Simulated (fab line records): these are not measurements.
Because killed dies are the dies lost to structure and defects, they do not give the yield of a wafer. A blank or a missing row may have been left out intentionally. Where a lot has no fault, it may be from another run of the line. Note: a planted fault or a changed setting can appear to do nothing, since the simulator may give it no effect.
Which tool is to blame? ; flow rit-cmos ; 15 lots, 45 wafers sampled, at 4 steps of a route of 202

## WHAT EACH GAUGE READ, for each wafer
RIT_ACTIVE_THK_MEAS_04. Usual: ACTIVE_NITRIDE_THK gives 149.7 nm (standard deviation 1.5).
lot;measured;on;ACTIVE_NITRIDE_THK (nm);flag
L540;day 1 18:46;film-metro-03;148.7 150.3 149.9;
L541;day 2 01:57;film-metro-03;149.8 149.6 148.8;
L542;day 2 05:15;film-metro-02;148.9 150.1 150.8;
L543;day 2 10:08;film-metro-03;150.3 150.1 151.4;
L544;day 2 15:56;film-metro-04;149.4 150.1 148.3;
L546;day 3 01:19;film-metro-04;149.2 148.7 147.5;
L549;day 3 17:19;film-metro-04;151.6 151.6 150.5;
L550;day 3 22:24;film-metro-03;148.7 148.9 149.5;
L552;day 4 06:45;film-metro-03;148.3 148.1 148.1;
L554;day 4 16:59;film-metro-03;254.0 252.8 254.1;OFF
L555;day 4 22:20;film-metro-02;252.7 252.6 252.3;OFF
L556;day 5 03:20;film-metro-02;151.0 150.6 149.3;
L559;day 5 17:40;film-metro-04;150.7 152.1 151.2;
L560;day 5 22:32;film-metro-02;251.8 252.1 250.8;OFF
L561;day 6 03:32;film-metro-02;153.3 154.7 153.2;

RIT_FOX1_THK_MEAS_01. Usual: FOX1_OXIDE_THK gives 349 nm (standard deviation 4.8).
lot;measured;on;FOX1_OXIDE_THK (nm);flag
L540;day 2 01:00;film-metro-03;353 355 361;
L541;day 2 05:14;film-metro-03;347 347 349;
L542;day 2 09:20;film-metro-03;344 348 347;
L543;day 2 15:15;film-metro-01;352 346 349;
L544;day 2 19:20;film-metro-02;350 357 355;
L546;day 3 05:02;film-metro-01;355 357 354;
L549;day 3 21:31;film-metro-02;349 342 345;
L550;day 4 02:04;film-metro-02;341 351 344;
L552;day 4 10:20;film-metro-02;354 354 359;
L556;day 5 06:47;film-metro-02;342 345 349;
L559;day 5 21:05;film-metro-01;351 358 355;
L561;day 6 08:28;film-metro-01;345 344 345;

## EACH LOT AND THE TOOL THAT RAN IT (in order: tool; ch and the chambers of the sampled wafers; start)
lot;RIT_ACTIVE_CVD_03;RIT_ACTIVE_ETCH_13
L540;lpcvd-02 ch 1, day 1 17:21;rie-diel-04 ch 0,3, day 1 20:04
L541;lpcvd-01 ch 0, day 2 00:32;rie-diel-04 ch 0,1,2, day 2 03:07
L542;lpcvd-01 ch 0, day 2 03:07;rie-diel-02 ch 0,1,3, day 2 06:32
L543;lpcvd-02 ch 1, day 2 08:43;rie-diel-04 ch 1,3, day 2 11:26
L544;lpcvd-01 ch 1, day 2 14:31;rie-diel-04 ch 0,3, day 2 17:11
L546;lpcvd-01 ch 1, day 2 23:53;rie-diel-01 ch 0,1,2, day 3 02:50
L549;lpcvd-01 ch 1, day 3 15:53;rie-diel-01 ch 2,3, day 3 18:29
L550;lpcvd-02 ch 0, day 3 20:16;rie-diel-04 ch 0,2, day 3 23:41
L552;lpcvd-02 ch 0, day 4 05:19;rie-diel-04 ch 0,1,2, day 4 08:03
L554;lpcvd-02 ch 0, day 4 15:34;rie-diel-01 ch 1,2, day 4 18:10
L555;lpcvd-02 ch 0, day 4 20:56;rie-diel-01 ch 2,3, day 4 23:36
L556;lpcvd-01 ch 0, day 5 01:55;rie-diel-04 ch 0,1,3, day 5 04:40
L559;lpcvd-01 ch 0, day 5 16:15;rie-diel-01 ch 0,1,3, day 5 18:58
L560;lpcvd-02 ch 0, day 5 21:07;rie-diel-04 ch 0,3, day 5 23:50
L561;lpcvd-01 ch 0, day 6 02:07;rie-diel-01 ch 1,3, day 6 04:43
- RIT_ACTIVE_CVD_03: deposits Si3N4 from SiH2Cl2/NH3, target thk 150 nm, time 1500 s.
- RIT_ACTIVE_ETCH_13: etches Si3N4 in SF6, stops on SiO2, time 210 s, target depth 210 nm.

## WHAT THE TOOLS THEMSELVES READ (means of the sampled wafers that have a number; where no wafer has one, the mark that the record gives instead)
RIT_ACTIVE_CVD_03. Usual: sih2cl2-flow-sccm 60.03 sccm, standard deviation 0.17; spike-tc-centre-C 812.4 C, standard deviation 1.3; spike-tc-load-C 833.8 C, standard deviation 2.3.
lot;tool;sih2cl2-flow-sccm (sccm);spike-tc-centre-C (C);spike-tc-load-C (C);flag
L540;lpcvd-02;60.08;810.4;837.9;
L541;lpcvd-01;59.84;812.2;835.5;
L542;lpcvd-01;59.95;811.9;835.9;
L543;lpcvd-02;60.16;811.7;838.1;
L544;lpcvd-01;59.94;812.6;831.8;
L546;lpcvd-01;59.98;813.1;830.8;
L549;lpcvd-01;59.95;813.5;830.9;
L550;lpcvd-02;59.97;811.1;833.5;
L552;lpcvd-02;59.95;811.5;832.6;
L554;lpcvd-02;60.10;812.0;833.2;
L555;lpcvd-02;60.11;811.3;833.4;
L556;lpcvd-01;59.86;812.2;835.2;
L559;lpcvd-01;60.33;812.0;836.2;
L560;lpcvd-02;60.13;812.0;833.9;
L561;lpcvd-01;60.08;812.8;835.4;

RIT_ACTIVE_ETCH_13. Usual: drypump-motor-current-A 5.9 A, standard deviation 0.34; oes-product-au 0.818 a.u., standard deviation 0.012; throttle-valve-pct 7.46 %, standard deviation 0.094.
lot;tool;drypump-motor-current-A (A);oes-product-au (a.u.);throttle-valve-pct (%);flag
L540;rie-diel-04;6.2;0.808;7.59;
L541;rie-diel-04;5.9;0.812;7.53;
L542;rie-diel-02;6.2;0.819;7.39;
L543;rie-diel-04;5.9;0.820;7.46;
L544;rie-diel-04;6.2;0.803;7.60;
L546;rie-diel-01;5.8;0.820;7.47;
L549;rie-diel-01;5.8;0.824;7.39;
L550;rie-diel-04;5.7;0.814;7.54;
L552;rie-diel-04;5.9;0.808;7.53;
L554;rie-diel-01;5.5;1.015;7.55;OFF
L555;rie-diel-01;5.7;1.017;7.44;OFF
L556;rie-diel-04;6.0;0.810;7.54;
L559;rie-diel-01;5.8;0.824;7.45;
L560;rie-diel-04;6.1;0.992;7.54;OFF
L561;rie-diel-01;5.7;0.825;7.44;

## THE ANSWER, worked out from the rows above alone
Rule: take the mean of a lot's wafers that have a number; if it is more than 3 standard deviations from the usual mean, the lot is off. Also off: a lot with no number at a reading for which 4 or more lots have one. The other lots that the step has rows for count as sound. After the gauges, taken in route order, come the tools' own readings; for these a lot's mean is taken, as printed above. At the first step where some lot is off, the reading lying furthest off is the one used; lots without a number count as furthest.
Off: L554, L555, L560, seen at RIT_ACTIVE_THK_MEAS_04 (ACTIVE_NITRIDE_THK).
A tool fits if, at a process step before that reading, it ran every lot that is off, and no sound lot after the first of them. The gauges at RIT_ACTIVE_THK_MEAS_04 aren't tried: what is off there is off at RIT_ACTIVE_ETCH_13 too, on other tools, and a gauge's error can't cause that. One fits: lpcvd-02 at RIT_ACTIVE_CVD_03. Its last sound lot is L552 (day 4 05:19), its first lot that is off L554 (day 4 15:34): a fault that began between those two fits.

## WHAT THE SIMULATOR HAD INSERTED
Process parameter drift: lpcvd-02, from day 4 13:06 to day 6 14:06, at RIT_ACTIVE_CVD_03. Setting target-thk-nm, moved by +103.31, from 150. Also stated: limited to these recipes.
Struck lots among those shown: L554, L555, L560. The same result came from the rule above.
